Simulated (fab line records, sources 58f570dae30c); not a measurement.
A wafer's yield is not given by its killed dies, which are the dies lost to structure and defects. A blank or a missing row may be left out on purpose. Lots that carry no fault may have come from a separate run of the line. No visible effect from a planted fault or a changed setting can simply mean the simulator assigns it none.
Split-lot trial | flow berkeley-cmos170 | on a route of 331 steps: 5 lots, 23 wafers read

## ABOUT THE SPLIT
At UCB170_M3_METAL_ETCH_18 (etches Al in Cl2/BCl3, stops on SiO2, target depth 1170 nm, time 195 s), the setting over-etch-frac was moved away from the recipe's 0.3 on 5 of the 23 wafers read, by -19.2% to +18.3%. All remaining wafers had this setting at the recipe value.

No step appears in the file between the split and the reading.

## THE READING
oes-product-au, in a.u., at UCB170_M3_STRIP_19 (strips in O2). On this fab line, fault-free wafers typically give 0.530 a.u. with a standard deviation of 0.0088 a.u.

wafer  | tool, chamber at the split | over-etch-frac as run | against the recipe | oes-product-au, a.u. | against lot-mates on the recipe
L077.2 | rie-metal-04, 0            | 0.3                   | recipe             | 0.531                | -
L077.3 | rie-metal-04, 1            | 0.3                   | recipe             | 0.515                | -
L077.4 | rie-metal-04, 0            | 0.3                   | recipe             | 0.526                | -
L077.5 | rie-metal-04, 1            | 0.3                   | recipe             | 0.515                | -
L077.6 | rie-metal-04, 0            | 0.3                   | recipe             | 0.532                | -
L078.1 | rie-metal-02, 0            | 0.2424                | -19.2%             | 0.574                | +0.040
L078.2 | rie-metal-02, 1            | 0.3                   | recipe             | 0.539                | -
L078.3 | rie-metal-02, 1            | 0.3                   | recipe             | 0.529                | -
L078.4 | rie-metal-02, 0            | 0.2424                | -19.2%             | 0.572                | +0.038
L078.5 | rie-metal-02, 0            | 0.3                   | recipe             | 0.535                | -
L084.1 | rie-metal-04, 0            | 0.3                   | recipe             | 0.542                | -
L084.2 | rie-metal-04, 1            | 0.3                   | recipe             | 0.524                | -
L084.4 | rie-metal-04, 1            | 0.3                   | recipe             | 0.530                | -
L084.5 | rie-metal-04, 0            | 0.3                   | recipe             | 0.534                | -
L084.6 | rie-metal-04, 1            | 0.3                   | recipe             | 0.524                | -
L082.2 | rie-metal-02, 1            | 0.3                   | recipe             | 0.522                | -
L082.4 | rie-metal-02, 1            | 0.3                   | recipe             | 0.527                | -
L082.5 | rie-metal-02, 1            | 0.3                   | recipe             | 0.533                | -
L083.1 | rie-metal-04, 0            | 0.3548                | +18.3%             | 0.509                | -0.016
L083.2 | rie-metal-04, 1            | 0.3548                | +18.3%             | 0.484                | -0.041
L083.3 | rie-metal-04, 1            | 0.3                   | recipe             | 0.518                | -
L083.5 | rie-metal-04, 1            | 0.3548                | +18.3%             | 0.482                | -0.043
L083.6 | rie-metal-04, 0            | 0.3                   | recipe             | 0.532                | -

FIT RESULTS
A straight line over all 23 wafers: oes-product-au changes by -0.00215 a.u. for each +1% of over-etch-frac; r = -0.92; the points scatter about the line by 0.0084 a.u.
The same after taking each lot's own level away (the mean of its wafers on the recipe; 23 wafers): -0.00191 a.u. for each +1%; r = -0.92; scatter 0.0075 a.u.
On that fit, the largest move of over-etch-frac shifts the reading by 0.037 a.u.
The lots' own levels span 0.5238 to 0.5343 a.u., that is 1.2 times the standard deviation above.
In other words, the slope is changed by the lot-to-lot level; the two fits disagree.
Check: +0.036 a.u. against its lot-mates is what the line predicts for one of the wafers moved furthest among these (-19.2%) when that wafer is left out of the fit. Against them it came out at +0.0397 a.u.
Tool readings at the split's step, against how far the setting was moved: oes-product-au r = -0.53.

## OTHER SPLITS ON THESE WAFERS
Other splits were also applied to these wafers ahead of the reading. Each is held against what the fit with the lots' levels taken away leaves over:
other split on the same wafers | wafers away from the commonest value | r with oes-product-au (lot level and that fit taken away)
UCB170_M2_SPUTTER_01 power-w   | 9                                    | -0.05
UCB170_M2_METAL_ETCH_18 time-s | 6                                    | +0.15
UCB170_V2_ETCH_14 rf-w         | 5                                    | +0.11
UCB170_M3_SPUTTER_01 time-s    | 6                                    | +0.57

## THE WHOLE CHAIN: every reading that the file lists as answering this split, in the file's order
step                    | what it does                                                           | reading                                                                   | change (the file's fit)                   | r (the file's)
UCB170_M3_METAL_ETCH_18 | etches Al in Cl2/BCl3, stops on SiO2, target depth 1170 nm, time 195 s | KrF_of_M3_COAT_10.thk-nm (the simulator's own value, which no gauge read) | -1.69 nm for each +1% of the setting      | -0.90
UCB170_M3_STRIP_19      | strips in O2                                                           | oes-product-au                                                            | -0.00193 a.u. for each +1% of the setting | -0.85

## FILE'S OWN FIT
oes-product-au changes by -0.00193 a.u. for each +1% of over-etch-frac, r = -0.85.
